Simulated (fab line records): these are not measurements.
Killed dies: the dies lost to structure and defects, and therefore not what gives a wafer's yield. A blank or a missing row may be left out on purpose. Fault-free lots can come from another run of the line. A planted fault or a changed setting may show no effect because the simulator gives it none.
2 desks, one fault + flow ritCmos + each desk holds nothing but its own numbers, with what lay behind them at the end

FOR THE TOOL OWNER'S DESK: ilineStepper-02
The tool's own readings at RIT_CONTACT_EXPOSE_05 (exposes mask M11, target cd 1000 nm): means of the sampled wafers that have a number, for each lot that ran on this tool. Any lot whose mean is over 4 standard deviations away from the usual mean is out of limits and marked OUT; that distance is given in the brackets.
Columns: A = exposureDoseMJCm2 at RIT_CONTACT_EXPOSE_05, usual 249.97; B = stageVelMmS at RIT_CONTACT_EXPOSE_05, usual 500.01 mm/s
| lot  | first seen here | A                | B      |
|------|-----------------|------------------|--------|
| L535 | day 3 22:57     | 249.91           | 500.29 |
| L536 | day 4 03:26     | 249.88           | 499.83 |
| L540 | day 4 16:13     | 250.00           | 500.00 |
| L542 | day 5 04:34     | 235.31 (-59) OUT | 500.26 |
| L543 | day 5 06:02     | 238.17 (-47) OUT | 499.95 |
This desk's finding: out of limits on L542, L543; first on L542, day 5 04:34 (exposureDoseMJCm2 at RIT_CONTACT_EXPOSE_05). L535, L536, L540: within limits.

AT THE METROLOGY DESK
What the gauges read for every lot (on any tool): the sampled wafers with a number, averaged. Any lot whose mean is over 4 standard deviations away from the usual mean is out of limits and marked OUT; that distance is given in the brackets.
Columns: A = cdNm at RIT_CONTACT_CD_MEAS_08, usual 1000.6 nm
| lot  | first seen here | A                |
|------|-----------------|------------------|
| L533 | day 3 09:59     | 997.1            |
| L535 | day 3 23:36     | 1001.0           |
| L536 | day 4 03:57     | 1001.7           |
| L537 | day 4 08:51     | 996.9            |
| L539 | day 4 14:40     | 998.2            |
| L540 | day 4 16:44     | 997.6            |
| L542 | day 5 05:05     | 985.8 (-5.9) OUT |
| L543 | day 5 06:34     | 988.0 (-5.1) OUT |
| L546 | day 5 22:17     | 998.4            |
| L550 | day 6 17:41     | 999.7            |
| L552 | day 7 02:28     | 1000.8           |
| L553 | day 7 08:09     | 998.5            |
| L555 | day 7 17:32     | 1002.4           |
| L556 | day 7 22:26     | 1000.9           |
This desk's finding: out of limits on L542, L543; first on L542, day 5 05:05 (cdNm at RIT_CONTACT_CD_MEAS_08). L533, L535, L536, L537, L539, L540, L546, L550, L552, L553, L555, L556: within limits.

BROUGHT TOGETHER
An alarm could have come from the tool owner's desk at day 5 04:34, on L542, L543.
On L542, L543, the metrology desk was in a position to raise an alarm at day 5 05:05.
On ilineStepper-02, each named lot ran RIT_CONTACT_EXPOSE_05.

WHAT THE SIMULATOR HAD INSERTED
Process parameters drifting: ilineStepper-02 at RIT_CONTACT_EXPOSE_05, beginning at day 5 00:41. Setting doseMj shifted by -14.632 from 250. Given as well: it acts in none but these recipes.
Lots struck among those shown: L542, L543.
Delay (hours) between the fault's onset and each desk's first out-of-limits reading: 4 at the tool owner's desk, 4 at the metrology desk.
